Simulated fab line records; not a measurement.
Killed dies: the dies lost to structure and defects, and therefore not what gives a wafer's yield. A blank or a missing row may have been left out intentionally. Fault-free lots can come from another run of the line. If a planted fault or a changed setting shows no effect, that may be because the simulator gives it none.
fab line records / flow rit_cmos
record lots=14 wafers=42 last_day=7
route steps=202 shown ACTIVE@11
lots that met no fault: taken from a fault-free run of the same line
start_h: the number of hours between the record's first day and the start of the first shown wafer of the lot / wait_h: hours from the lot's prior step to this one / " repeats the value in the row above / L1.1+2: a row that stands for several wafers / - no value, or no start was given / * or withheld: withheld / < > ~ a bound
route shown NAME@n: NAME is a module with steps in the file, n the number in the route of the first one / usual: mean and standard deviation over wafers with no fault / same: alike in all rows / chamber/n: place in a boat / sites: the reading at each site / _std_site: the values' standard deviation / _edge_site: mean of outer sites minus mean of inner sites / radius_mm: how far each site lies from the wafer's centre / mask NAME#n: copy n / behind: the most recent tool/chamber to have shaped the wafer / hold: the reason the lot was held/the length of the hold in hours/how it ended / device: which transistor (n, p or np) failed to switch / end of line: the tests these same wafers got at the end of their route / a step without rows: its recipe alone / killed: the dies lost at the first sort to structure and to defects; this is not the yield of the wafer / map: dies across one wafer; x = killed, . = not, _ = none there
set.NAME: the setting the step ran with; set.NAME@STEP: the setting that earlier step ran with / model.NAME: the simulator's own value behind a step, which no gauge read
a sample of lots followed through the steps of the route, with each step as a table and each wafer as a row
## steps
# step RIT_ACTIVE_DEVELOP_10
# recipe resist=NOVOLAK develop_time_s=50 dev_temp_c=23
# usual chill_plate_temp_C=23.01/0.1 develop_time_s=50/0
lot.wafer=L124.4 tool=litho_track-03 chamber=0 start_h=29 wait_h=- chill_plate_temp_C=23.10 develop_time_s=50
lot.wafer=L124.5 tool=litho_track-03 chamber=0 start_h=29 wait_h=- chill_plate_temp_C=23.02 develop_time_s=50
lot.wafer=L124.6 tool=litho_track-03 chamber=0 start_h=29 wait_h=- chill_plate_temp_C=23.19 develop_time_s=50
lot.wafer=L125.3 tool=litho_track-04 chamber=0 start_h=34 wait_h=- chill_plate_temp_C=22.92 develop_time_s=50
lot.wafer=L125.4 tool=litho_track-04 chamber=0 start_h=34 wait_h=- chill_plate_temp_C=22.97 develop_time_s=50
lot.wafer=L125.5 tool=litho_track-04 chamber=0 start_h=34 wait_h=- chill_plate_temp_C=23.01 develop_time_s=50
lot.wafer=L126.1 tool=litho_track-04 chamber=0 start_h=39 wait_h=- chill_plate_temp_C=22.99 develop_time_s=50
lot.wafer=L126.3 tool=litho_track-04 chamber=0 start_h=39 wait_h=- chill_plate_temp_C=22.97 develop_time_s=50
lot.wafer=L126.5 tool=litho_track-04 chamber=0 start_h=39 wait_h=- chill_plate_temp_C=23.06 develop_time_s=50
lot.wafer=L128.3 tool=litho_track-02 chamber=0 start_h=49 wait_h=- chill_plate_temp_C=22.97 develop_time_s=50
lot.wafer=L128.4 tool=litho_track-02 chamber=0 start_h=49 wait_h=- chill_plate_temp_C=22.90 develop_time_s=50
lot.wafer=L128.5 tool=litho_track-02 chamber=0 start_h=49 wait_h=- chill_plate_temp_C=22.85 develop_time_s=50
lot.wafer=L129.1 tool=litho_track-03 chamber=0 start_h=54 wait_h=- chill_plate_temp_C=22.98 develop_time_s=50
lot.wafer=L129.2 tool=litho_track-03 chamber=0 start_h=54 wait_h=- chill_plate_temp_C=22.95 develop_time_s=50
lot.wafer=L129.5 tool=litho_track-03 chamber=0 start_h=54 wait_h=- chill_plate_temp_C=22.92 develop_time_s=50
lot.wafer=L131.1 tool=litho_track-02 chamber=0 start_h=64 wait_h=- chill_plate_temp_C=23.09 develop_time_s=50
lot.wafer=L131.2 tool=litho_track-02 chamber=0 start_h=64 wait_h=- chill_plate_temp_C=22.89 develop_time_s=50
lot.wafer=L131.5 tool=litho_track-02 chamber=0 start_h=64 wait_h=- chill_plate_temp_C=22.98 develop_time_s=50
lot.wafer=L132.2 tool=litho_track-04 chamber=- start_h=69 wait_h=- chill_plate_temp_C=- develop_time_s=-
lot.wafer=L132.3 tool=litho_track-04 chamber=- start_h=69 wait_h=- chill_plate_temp_C=- develop_time_s=-
lot.wafer=L132.4 tool=litho_track-04 chamber=- start_h=69 wait_h=- chill_plate_temp_C=- develop_time_s=-
lot.wafer=L133.1 tool=litho_track-04 chamber=- start_h=74 wait_h=- chill_plate_temp_C=- develop_time_s=-
lot.wafer=L133.3 tool=litho_track-04 chamber=- start_h=74 wait_h=- chill_plate_temp_C=- develop_time_s=-
lot.wafer=L133.6 tool=litho_track-04 chamber=- start_h=74 wait_h=- chill_plate_temp_C=- develop_time_s=-
lot.wafer=L136.1 tool=litho_track-03 chamber=0 start_h=89 wait_h=- chill_plate_temp_C=22.90 develop_time_s=50
lot.wafer=L136.4 tool=litho_track-03 chamber=0 start_h=89 wait_h=- chill_plate_temp_C=22.85 develop_time_s=50
lot.wafer=L136.6 tool=litho_track-03 chamber=0 start_h=89 wait_h=- chill_plate_temp_C=22.99 develop_time_s=50
lot.wafer=L139.1 tool=litho_track-03 chamber=0 start_h=104 wait_h=- chill_plate_temp_C=23.14 develop_time_s=50
lot.wafer=L139.5 tool=litho_track-03 chamber=0 start_h=104 wait_h=- chill_plate_temp_C=22.82 develop_time_s=50
lot.wafer=L139.6 tool=litho_track-03 chamber=0 start_h=104 wait_h=- chill_plate_temp_C=23.05 develop_time_s=50
lot.wafer=L140.1 tool=litho_track-03 chamber=0 start_h=109 wait_h=- chill_plate_temp_C=22.86 develop_time_s=50
lot.wafer=L140.2 tool=litho_track-03 chamber=0 start_h=109 wait_h=- chill_plate_temp_C=23.05 develop_time_s=50
lot.wafer=L140.5 tool=litho_track-03 chamber=0 start_h=109 wait_h=- chill_plate_temp_C=22.94 develop_time_s=50
lot.wafer=L142.1 tool=litho_track-04 chamber=0 start_h=119 wait_h=- chill_plate_temp_C=23.12 develop_time_s=50
lot.wafer=L142.2 tool=litho_track-04 chamber=0 start_h=119 wait_h=- chill_plate_temp_C=23.12 develop_time_s=50
lot.wafer=L142.6 tool=litho_track-04 chamber=0 start_h=119 wait_h=- chill_plate_temp_C=22.99 develop_time_s=50
lot.wafer=L143.2 tool=litho_track-03 chamber=0 start_h=124 wait_h=- chill_plate_temp_C=23.14 develop_time_s=50
lot.wafer=L143.3 tool=litho_track-03 chamber=0 start_h=124 wait_h=- chill_plate_temp_C=23.04 develop_time_s=50
lot.wafer=L143.6 tool=litho_track-03 chamber=0 start_h=124 wait_h=- chill_plate_temp_C=23.02 develop_time_s=50
lot.wafer=L144.2 tool=litho_track-02 chamber=0 start_h=129 wait_h=- chill_plate_temp_C=22.98 develop_time_s=50
lot.wafer=L144.3 tool=litho_track-02 chamber=0 start_h=129 wait_h=- chill_plate_temp_C=22.98 develop_time_s=50
lot.wafer=L144.4 tool=litho_track-02 chamber=0 start_h=129 wait_h=- chill_plate_temp_C=23.05 develop_time_s=50
## key
first_sign step=RIT_ACTIVE_DEVELOP_10 reading=tool_record direction=missing
effect none on later readings
met_at RIT_ACTIVE_DEVELOP_10
struck_lots L132,L133
later_rows_left_out L132.2,L132.3,L132.4,L133.1,L133.3,L133.6
sort_left_out L132.2,L132.3,L132.4,L133.1,L133.3,L133.6
tester_left_out L132,L133
onset_between 39 69
fault kind=skipped_step_whole tool=litho_track-04 chamber=- onset_h=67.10 steps=RIT_ACTIVE_DEVELOP_10 scope=struck_lots_only
# tester_left_out: of these lots the tester's yield and bins aren't shown, on N5 and GAA mostly nor the transistor test; their killed dies are dies lost to structure and defects alone, not to doping, threshold or leakage, so they don't give the yield
# sort_left_out: the simulated sort isn't trusted on such a fault, so these wafers' sort isn't shown, and their yield isn't known
# later_rows_left_out: the simulator's readings of these wafers behind a module that went badly wrong aren't trusted and aren't shown, but for the sort
